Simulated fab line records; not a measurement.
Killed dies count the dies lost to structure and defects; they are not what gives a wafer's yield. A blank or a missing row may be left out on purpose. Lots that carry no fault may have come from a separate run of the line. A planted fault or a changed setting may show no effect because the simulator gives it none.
Tool commonality check :: flow rit_cmos :: 14 lots, 48 wafers sampled

== REASON IT WAS OPENED ==
2 of 14 lots carry a flag on the reading NRETRO_TW at RIT_NRETRO_TW_MEAS_10. No-fault wafers: 1053, standard deviation 6.5.
Rule: flag the lot when none of its wafers has a number, or when each of its wafers that has one lies beyond 4 standard deviations from that mean. The other lots count as sound.

lot: L789
measured: day 2 06:28
on: film_metro-02
NRETRO_TW, wafer by wafer: 1053 1049 1047
flag: 

lot: L790
measured: day 2 11:29
on: film_metro-03
NRETRO_TW, wafer by wafer: 1037 1046 1049
flag: 

lot: L791
measured: day 2 19:23
on: film_metro-03
NRETRO_TW, wafer by wafer: 1041 1048 1046
flag: 

lot: L792
measured: day 3 00:29
on: film_metro-03
NRETRO_TW, wafer by wafer: 1042 1041 1043
flag: 

lot: L793
measured: day 3 04:11
on: film_metro-04
NRETRO_TW, wafer by wafer: 1176 1177 1181 1187 1173 1177
flag: FLAGGED

lot: L796
measured: day 3 22:45
on: film_metro-04
NRETRO_TW, wafer by wafer: 1177 1175 1178 1171 1170 1178
flag: FLAGGED

lot: L797
measured: day 4 03:23
on: film_metro-03
NRETRO_TW, wafer by wafer: 1043 1036 1038
flag: 

lot: L802
measured: day 4 23:54
on: film_metro-04
NRETRO_TW, wafer by wafer: 1060 1059 1056
flag: 

lot: L803
measured: day 5 05:03
on: film_metro-03
NRETRO_TW, wafer by wafer: 1048 1046 1048
flag: 

lot: L806
measured: day 5 21:24
on: film_metro-04
NRETRO_TW, wafer by wafer: 1051 1047 1050
flag: 

lot: L808
measured: day 6 09:09
on: film_metro-04
NRETRO_TW, wafer by wafer: 1063 1064 1056
flag: 

lot: L810
measured: day 6 15:20
on: film_metro-03
NRETRO_TW, wafer by wafer: 1046 1049 1055
flag: 

lot: L811
measured: day 6 20:40
on: film_metro-04
NRETRO_TW, wafer by wafer: 1060 1056 1053
flag: 

lot: L812
measured: day 7 04:50
on: film_metro-04
NRETRO_TW, wafer by wafer: 1061 1059 1070
flag: 
The numbers of the flagged lots are 1177 on average: +124 against the usual, or +19 standard deviations.

== TOOL THAT RAN EACH LOT ==
The record keeps 1 process step preceding the reading, out of 202 steps on the route. Cell contents, in order: the tool; ch with the chambers the sampled wafers went through; the start.
lot: L789
flag: 
RIT_NRETRO_IMPLANT_08: implanter-02 ch 0, day 2 06:10

lot: L790
flag: 
RIT_NRETRO_IMPLANT_08: implanter-03 ch 0, day 2 11:09

lot: L791
flag: 
RIT_NRETRO_IMPLANT_08: implanter-04 ch 0, day 2 19:04

lot: L792
flag: 
RIT_NRETRO_IMPLANT_08: implanter-04 ch 0, day 3 00:10

lot: L793
flag: FLAGGED
RIT_NRETRO_IMPLANT_08: implanter-04 ch 0, day 3 03:55

lot: L796
flag: FLAGGED
RIT_NRETRO_IMPLANT_08: implanter-04 ch 0, day 3 22:26

lot: L797
flag: 
RIT_NRETRO_IMPLANT_08: implanter-02 ch 0, day 4 03:04

lot: L802
flag: 
RIT_NRETRO_IMPLANT_08: implanter-03 ch 0, day 4 23:35

lot: L803
flag: 
RIT_NRETRO_IMPLANT_08: implanter-02 ch 0, day 5 04:43

lot: L806
flag: 
RIT_NRETRO_IMPLANT_08: implanter-02 ch 0, day 5 21:05

lot: L808
flag: 
RIT_NRETRO_IMPLANT_08: implanter-03 ch 0, day 6 08:50

lot: L810
flag: 
RIT_NRETRO_IMPLANT_08: implanter-03 ch 0, day 6 15:01

lot: L811
flag: 
RIT_NRETRO_IMPLANT_08: implanter-04 ch 0, day 6 20:20

lot: L812
flag: 
RIT_NRETRO_IMPLANT_08: implanter-02 ch 0, day 7 04:32
These steps, and what they do:
- RIT_NRETRO_IMPLANT_08
- RIT_NRETRO_TW_MEAS_10

== FLAGGED OVER TOTAL, TOOL BY TOOL (the gauges that took the reading come last) ==
step: RIT_NRETRO_IMPLANT_08
tool: implanter-02
lots run: 5
flagged: 0
share of the flagged lots: none
sound lots run after its first flagged lot: -

step: RIT_NRETRO_IMPLANT_08
tool: implanter-03
lots run: 4
flagged: 0
share of the flagged lots: none
sound lots run after its first flagged lot: -

step: RIT_NRETRO_IMPLANT_08
tool: implanter-04
lots run: 5
flagged: 2
share of the flagged lots: all
sound lots run after its first flagged lot: 1 (L811)

step: RIT_NRETRO_TW_MEAS_10
tool: film_metro-02
lots run: 1
flagged: 0
share of the flagged lots: none
sound lots run after its first flagged lot: -

step: RIT_NRETRO_TW_MEAS_10
tool: film_metro-03
lots run: 6
flagged: 0
share of the flagged lots: none
sound lots run after its first flagged lot: -

step: RIT_NRETRO_TW_MEAS_10
tool: film_metro-04
lots run: 7
flagged: 2
share of the flagged lots: all
sound lots run after its first flagged lot: 5 (L802,L806,L808,L811,L812)

== WHAT THE TABLE PERMITS ==
Rows of the table that ran all the flagged lots, 2 in number: implanter-04 at RIT_NRETRO_IMPLANT_08; film_metro-04 at RIT_NRETRO_TW_MEAS_10.
- implanter-04 at RIT_NRETRO_IMPLANT_08 ran 5 lots, 2 of them flagged. Lots that were sound ran on it after the first flagged one (L811); a persistent fault on the entire tool would not allow that. Its own readings (dose_ions_cm2, faraday_current_uA) fall more than 4 standard deviations out on all wafers of the flagged lots.
- film_metro-04 at RIT_NRETRO_TW_MEAS_10 ran 7 lots, 2 of them flagged. Lots that were sound ran on it after the first flagged one (L802, L806, L808, L811, L812); a persistent fault on the entire tool would not allow that.
None of the table's rows ran every flagged lot and, after the first, no sound lot.

== WHAT THE SIMULATOR HAD INSERTED ==
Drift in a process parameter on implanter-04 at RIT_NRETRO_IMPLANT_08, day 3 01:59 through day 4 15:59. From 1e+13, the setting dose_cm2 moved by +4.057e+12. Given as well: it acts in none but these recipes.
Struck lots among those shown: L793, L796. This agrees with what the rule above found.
